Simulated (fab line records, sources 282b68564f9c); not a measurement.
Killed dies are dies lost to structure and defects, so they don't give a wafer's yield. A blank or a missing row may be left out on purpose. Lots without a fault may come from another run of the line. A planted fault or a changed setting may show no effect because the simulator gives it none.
Which tool did it? | flow rit_cmos | 7 lots, 21 wafers sampled, at 2 steps of a route of 202

WHAT THE GAUGES READ, wafer by wafer
RIT_GATE_THK_MEAS_07.
lot  | measured    | on            | GATE_OXIDE_THK (nm)
L845 | day 2 20:54 | film_metro-01 | 2.94 2.98 2.99
L847 | day 3 08:43 | film_metro-02 | 3.13 3.04 3.09
L851 | day 3 22:23 | film_metro-04 | 2.46 2.45 2.36
L858 | day 5 07:23 | film_metro-02 | 2.95 2.90 2.88
L860 | day 5 18:05 | film_metro-01 | 2.88 2.96 2.99
L864 | day 6 13:58 | film_metro-02 | 2.94 3.02 3.05
L866 | day 7 00:02 | film_metro-04 | 2.88 2.88 2.85

WHICH TOOL RAN EACH LOT (tool, then ch and the chambers of the sampled wafers, then the start)
lot  | RIT_GATE_OXIDATION_05
L845 | furnace-01 ch 0, day 2 18:03
L847 | furnace-01 ch 0, day 3 07:23
L851 | furnace-01 ch 0, day 3 21:03
L858 | furnace-02 ch 0, day 5 06:03
L860 | furnace-02 ch 0, day 5 16:45
L864 | furnace-03 ch 0, day 6 12:38
L866 | furnace-02 ch 0, day 6 22:43
- RIT_GATE_OXIDATION_05: target thk 3 nm, ox time 270 s.

THE ANSWER, worked out from the rows above alone
Rule: what is usual is taken from the lots themselves. Put in order of their means at a reading, lots are off if they are a third of the lots or fewer, leave a main group of 4 or more, and stand apart from it by a gap of 3 or more times the standard deviation of the main group's means; of several such gaps the widest counts. A main group whose means are all the same, to the digits that the tables above print for the reading, isn't used. A lot without any number at a reading at which 4 lots or more have one is off too. The other lots that the step has rows for count as sound.
Off: L851, at RIT_GATE_THK_MEAS_07 (GATE_OXIDE_THK). The main group: mean 2.96 nm, standard deviation 0.069.
A tool fits if, at a process step before that reading, it ran every lot that is off, and no sound lot after the first of them. The gauges at RIT_GATE_THK_MEAS_07 are tried like those tools. One fits: furnace-01 at RIT_GATE_OXIDATION_05. Its last sound lot is L847 (day 3 07:23), its first lot that is off L851 (day 3 21:03): a fault that began between those two fits.

WHAT THE SIMULATOR HAD PUT IN
Process parameter drift: furnace-01, from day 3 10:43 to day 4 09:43, at RIT_GATE_OXIDATION_05. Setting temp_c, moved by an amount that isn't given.
Lots struck among those shown: L851. The rule above found the same.
